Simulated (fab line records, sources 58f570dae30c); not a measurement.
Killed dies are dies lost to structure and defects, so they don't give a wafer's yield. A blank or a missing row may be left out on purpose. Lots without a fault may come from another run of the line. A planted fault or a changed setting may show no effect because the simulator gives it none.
fab line records | flow berkeley_cmos170
record lots=15 wafers=45 last_day=13
route steps=331 shown ZERO@9
lots that met no fault: from a run of the same line without faults
start_h: hours from the record's first day to the start of the lot's first wafer shown | wait_h: hours since the lot's step before | " the same as in the row above | L1.1+2: a row that stands for several wafers | - no value, or no start given | * or withheld: withheld | < > ~ a bound
route shown NAME@n: a module of which the file shows steps, and the number in the route of the first | usual: mean/standard deviation of fault-free wafers | same: alike in all rows | chamber/n: place in a boat | sites: the reading at each site | _std_site: their standard deviation | _edge_site: outer sites' mean less inner sites' | radius_mm: how far each site lies from the wafer's centre | mask NAME#n: copy n | behind: the tool/chamber that last shaped the wafer | hold: why the lot was held/for how many hours/how that ended | device: the transistor (n, p or np) that didn't switch | end of line: the same wafers' tests at the end of the route | a step without rows: its recipe alone | killed: dies lost to structure and defects at the first sort, not the wafer's yield | map: a wafer's dies, x killed, . not, _ none there
set.NAME: the setting as run; set.NAME@STEP: as run at that earlier step | model.NAME: the simulator's own value behind a step, which no gauge read
steps of the route over a sample of lots; a table a step, a row a wafer
services: from which hour (start_h, from the record's first day; less than 0 if before it) a tool's chamber was out of use, for how many hours, and why
## steps
# step UCB170_ZERO_EXPOSE_03
# recipe mask_id=PM_MARKS na=0.5 sigma_outer=0.6 source_shape=conventional target_cd_nm=4000 dose_mj=30
# usual exposure_dose_mJ_cm2=29.998/0.027 focus_offset_nm=0.0/0.48
# columns lot.wafer tool chamber start_h wait_h mask exposure_dose_mJ_cm2 focus_offset_nm
L673.2 krf_scanner-02 0 23.05 0.1 PM_MARKS#0 30.020 0.3
L673.3 " 0 " " PM_MARKS#0 30.029 -0.6
L673.5 " 0 " " PM_MARKS#0 30.041 0.0
L675.1 krf_scanner-01 0 33.85 0.3 PM_MARKS#0 29.974 -0.5
L675.4 " 0 " " PM_MARKS#0 29.984 0.2
L675.5 " 0 " " PM_MARKS#0 29.986 0.3
L676.3 krf_scanner-01 0 34.01 0.2 PM_MARKS#0 29.961 -0.1
L676.4 " 0 " " PM_MARKS#0 29.981 0.1
L676.5 " 0 " " PM_MARKS#0 29.986 0.1
L677.2 krf_scanner-01 0 40.24 0.1 PM_MARKS#0 30.018 0.0
L677.3 " 0 " " PM_MARKS#0 30.013 0.3
L677.6 " 0 " " PM_MARKS#0 29.989 0.5
L683.2 krf_scanner-02 - 73.97 0.2 PM_MARKS#0 - -
L683.5 " - " " PM_MARKS#0 - -
L683.6 " - " " PM_MARKS#0 - -
L684.2 krf_scanner-02 - 76.96 0.1 PM_MARKS#0 - -
L684.5 " - " " PM_MARKS#0 - -
L684.6 " - " " PM_MARKS#0 - -
L685.1 krf_scanner-01 - 85.19 0.2 PM_MARKS#0 - -
L685.2 " - " " PM_MARKS#0 - -
L685.4 " - " " PM_MARKS#0 - -
L686.2 krf_scanner-01 0 91.91 0.1 PM_MARKS#0 29.996 -0.1
L686.3 " 0 " " PM_MARKS#0 29.980 -0.2
L686.4 " 0 " " PM_MARKS#0 29.985 -0.3
L689.3 krf_scanner-02 0 98.97 0.3 PM_MARKS#0 30.011 -0.6
L689.4 " 0 " " PM_MARKS#0 29.993 0.7
L689.6 " 0 " " PM_MARKS#0 29.966 0.0
L690.1 krf_scanner-02 0 106.61 0.1 PM_MARKS#0 29.961 0.8
L690.5 " 0 " " PM_MARKS#0 30.002 -0.3
L690.6 " 0 " " PM_MARKS#0 29.978 0.0
L691.1 krf_scanner-01 0 114.25 0.3 PM_MARKS#0 29.986 0.7
L691.3 " 0 " " PM_MARKS#0 30.011 -0.1
L691.6 " 0 " " PM_MARKS#0 29.995 0.0
L692.2 krf_scanner-01 0 118.81 0.1 PM_MARKS#0 30.008 0.1
L692.3 " 0 " " PM_MARKS#0 29.968 0.2
L692.4 " 0 " " PM_MARKS#0 29.962 0.2
L693.1 krf_scanner-02 0 119.04 0.4 PM_MARKS#0 29.979 -0.3
L693.2 " 0 " " PM_MARKS#0 30.021 -0.7
L693.5 " 0 " " PM_MARKS#0 29.995 0.4
L694.1 krf_scanner-02 0 127.34 0.1 PM_MARKS#0 29.973 -0.3
L694.5 " 0 " " PM_MARKS#0 30.046 0.1
L694.6 " 0 " " PM_MARKS#0 29.988 0.5
L696.2 krf_scanner-01 0 135.39 0.4 PM_MARKS#0 29.980 0.2
L696.3 " 0 " " PM_MARKS#0 30.002 -0.1
L696.4 " 0 " " PM_MARKS#0 29.992 0.8
# step UCB170_ZERO_ETCH_06
# recipe chemistry=CHF3/CF4/Ar target=SiO2 time_s=12 pressure_mtorr=100 rf_w=500 CHF3_flow_sccm=50 cf4_flow_sccm=10 Ar_flow_sccm=120 over_etch_frac=1.58
# usual drypump_motor_current_A=5.7/0.51 oes_product_au=0.617/0.0091 throttle_valve_pct=9.22/0.12
# columns lot.wafer tool chamber start_h wait_h drypump_motor_current_A oes_product_au rf_hours_counter_h throttle_valve_pct
L673.2 rie_diel-04 2 23.58 - 6.5 0.631 2 9.14
L673.3 " 1 " " 6.0 0.628 149 9.27
L673.5 " 2 " " 6.4 0.631 - 9.13
L675.1 rie_diel-02 2 34.83 - 4.9 0.626 169 9.09
L675.4 " 0 " " 5.8 0.625 99 9.34
L675.5 " 2 " " 4.9 0.623 - 9.07
L676.3 rie_diel-04 2 34.83 - 6.5 0.632 2 9.13
L676.4 " 0 " " 6.1 0.625 21 9.13
L676.5 " 3 " " 5.0 0.617 - 9.25
L677.2 rie_diel-01 3 40.64 - 5.4 0.607 50 9.25
L677.3 " 0 " " 6.7 0.597 109 9.21
L677.6 " 0 " " 6.7 0.603 - 9.21
L683.2 rie_diel-02 2 74.63 - 4.9 0.374 172 9.08
L683.5 " 0 " " 5.8 0.383 - 9.32
L683.6 " 1 " " 5.4 0.374 - 8.97
L684.2 rie_diel-02 1 77.38 - 5.5 0.378 58 8.97
L684.5 " 3 " " 5.3 0.372 - 9.35
L684.6 " 1 " " 5.4 0.382 - 8.96
L685.1 rie_diel-04 1 85.77 - 6.0 0.375 151 9.29
L685.2 " 3 " " 4.9 0.377 150 9.23
L685.4 " 3 " " 5.0 0.378 - 9.24
L686.2 rie_diel-02 3 93.18 - 5.3 0.616 157 9.35
L686.3 " 0 " " 5.8 0.615 103 9.35
L686.4 " 3 " " 5.3 0.611 - 9.35
L689.3 rie_diel-04 1 99.63 - 6.1 0.624 152 9.29
L689.4 " 3 " " 5.0 0.610 151 9.27
L689.6 " 1 " " 6.1 0.622 - 9.29
L690.1 rie_diel-01 2 107.18 - 5.8 0.622 6 9.32
L690.5 " 2 " " 5.9 0.620 - 9.31
L690.6 " 3 " " 5.4 0.620 - 9.24
L691.1 rie_diel-01 0 115.40 - 6.7 0.601 112 9.21
L691.3 " 1 " " 6.0 0.608 139 9.16
L691.6 " 1 " " 6.0 0.609 - 9.16
L692.2 rie_diel-04 0 119.19 - 6.1 0.629 24 9.13
L692.3 " 3 " " 4.9 0.618 152 9.26
L692.4 " 3 " " 4.9 0.618 - 9.26
L693.1 rie_diel-02 0 119.43 - 5.8 0.614 105 9.33
L693.2 " 1 " " 5.5 0.620 62 8.97
L693.5 " 1 " " 5.5 0.622 - 8.98
L694.1 rie_diel-04 3 128.07 - 4.9 0.610 152 9.28
L694.5 " 1 " " 6.1 0.623 - 9.28
L694.6 " 0 " " 6.1 0.624 - 9.15
L696.2 rie_diel-01 3 136.11 - 5.4 0.610 53 9.25
L696.3 " 2 " " 5.8 0.617 7 9.31
L696.4 " 2 " " 5.8 0.623 - 9.31
## services
# columns tool chamber start_h hours kind
rie_diel-01 - 10.56 0.8 repair
krf_scanner-02 - 14.72 0.2 repair
krf_scanner-02 - 25.69 0.8 pm
krf_scanner-01 - 35.46 0.8 pm
rie_diel-02 1 48.26 14.2 repair
krf_scanner-01 - 59.56 1.0 pm
rie_diel-01 1 67.38 35.2 repair
rie_diel-01 - 72.25 28.1 pm
rie_diel-02 2 75.57 1.6 repair
rie_diel-02 2 77.17 - clean
rie_diel-02 2 77.17 30.9 scheduled_down
rie_diel-02 2 77.17 30.9 vent_cycle
rie_diel-04 2 80.72 1.9 repair
rie_diel-04 0 83.26 13.9 repair
krf_scanner-02 - 89.65 3.0 repair
krf_scanner-01 - 92.20 0.8 repair
krf_scanner-02 - 103.43 1.0 pm
rie_diel-04 1 111.60 8.5 repair
krf_scanner-02 - 134.54 1.3 pm
rie_diel-01 0 134.77 4.5 repair
rie_diel-04 1 135.68 - clean
rie_diel-04 1 135.68 13.8 scheduled_down
rie_diel-04 1 135.68 13.8 vent_cycle
krf_scanner-01 - 135.96 1.3 pm
## key
first_sign step=UCB170_ZERO_EXPOSE_03 reading=tool_record direction=missing
effect step=UCB170_ZERO_ETCH_06 reading=oes_product_au direction=down sigmas=26 usual=0.617 struck=0.377
met_at UCB170_ZERO_EXPOSE_03
struck_lots L683,L684,L685
later_rows_left_out L683.2,L683.5,L683.6,L684.2,L684.5,L684.6,L685.1,L685.2,L685.4
sort_left_out L683.2,L683.5,L683.6,L684.2,L684.5,L684.6,L685.1,L685.2,L685.4
tester_left_out L683,L684,L685
onset_between 40.24 73.97
fault kind=skipped_step_whole tool=krf_scanner-01,krf_scanner-02 chamber=- onset_h=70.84 steps=UCB170_ZERO_EXPOSE_03 scope=struck_lots_only
# tester_left_out: of these lots the tester's yield and bins aren't shown, on N5 and GAA mostly nor the transistor test; their killed dies are dies lost to structure and defects alone, not to doping, threshold or leakage, so they don't give the yield
# sort_left_out: the simulated sort isn't trusted on such a fault, so these wafers' sort isn't shown, and their yield isn't known
# later_rows_left_out: the simulator's readings of these wafers behind a module that went badly wrong aren't trusted and aren't shown, but for the sort
